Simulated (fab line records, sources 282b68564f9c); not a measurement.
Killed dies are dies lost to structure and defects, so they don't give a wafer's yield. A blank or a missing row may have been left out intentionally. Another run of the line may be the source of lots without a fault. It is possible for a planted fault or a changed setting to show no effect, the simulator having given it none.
One fault seen from 2 desks | flow ritCmos | numbers are kept per desk, each desk with only its own; the story behind them comes last

== THE METROLOGY DESK ==
Lot by lot, what the gauges showed, no matter which tool ran the lot: averages of those sampled wafers that carry a number. A lot is out of limits, marked OUT, if its mean lies more than 4 standard deviations from the usual mean; the brackets give that distance.
Columns: A = NWELL_OVL at RIT_NWELL_OVL_MEAS_06, usual -1.0 nm; B = NWELL_TW at RIT_NWELL_TW_MEAS_10, usual 2138; C = PWELL_OVL at RIT_PWELL_OVL_MEAS_06, usual -0.6 nm
lot  | first seen here | A    | B    | C
L738 | day 1 21:05     | -0.5 | 2172 | -0.1
L741 | day 2 12:17     | -1.5 | 2148 | -2.1
L749 | day 4 06:56     | -2.6 | 2172 | 1.1
L757 | day 5 19:28     | 0.1  | 2158 | -0.3
L759 | day 6 05:10     | -1.0 | 2144 | -0.0
L761 | day 6 17:56     | -1.0 | 2144 | -1.2
This desk found nothing out of limits on any of the 6 lots.

== DESK OF THE TOOL OWNER: lithoTrack-04 ==
The tool's own readings at RIT_PWELL_COAT_01 (resist thk 1300 nm): means of the sampled wafers that have a number, for each lot that ran on this tool. A lot is out of limits, marked OUT, if its mean lies more than 4 standard deviations from the usual mean; the brackets give that distance.
Columns: A = chillPlateTempC at RIT_PWELL_COAT_01, usual 23.00 C; B = resistLineTempC at RIT_PWELL_COAT_01, usual 22.99 C
lot  | first seen here | A     | B
L738 | day 1 21:55     | 22.87 | 22.95
L757 | day 5 20:19     | 23.07 | 22.82
L759 | day 6 06:00     | 23.05 | 22.87
This desk found nothing out of limits on any of the 3 lots.

== TAKEN TOGETHER ==
From the metrology desk's view, nothing was out of limits.
The tool owner's desk saw nothing out of limits.

== WHAT WAS PUT IN BY THE SIMULATOR ==
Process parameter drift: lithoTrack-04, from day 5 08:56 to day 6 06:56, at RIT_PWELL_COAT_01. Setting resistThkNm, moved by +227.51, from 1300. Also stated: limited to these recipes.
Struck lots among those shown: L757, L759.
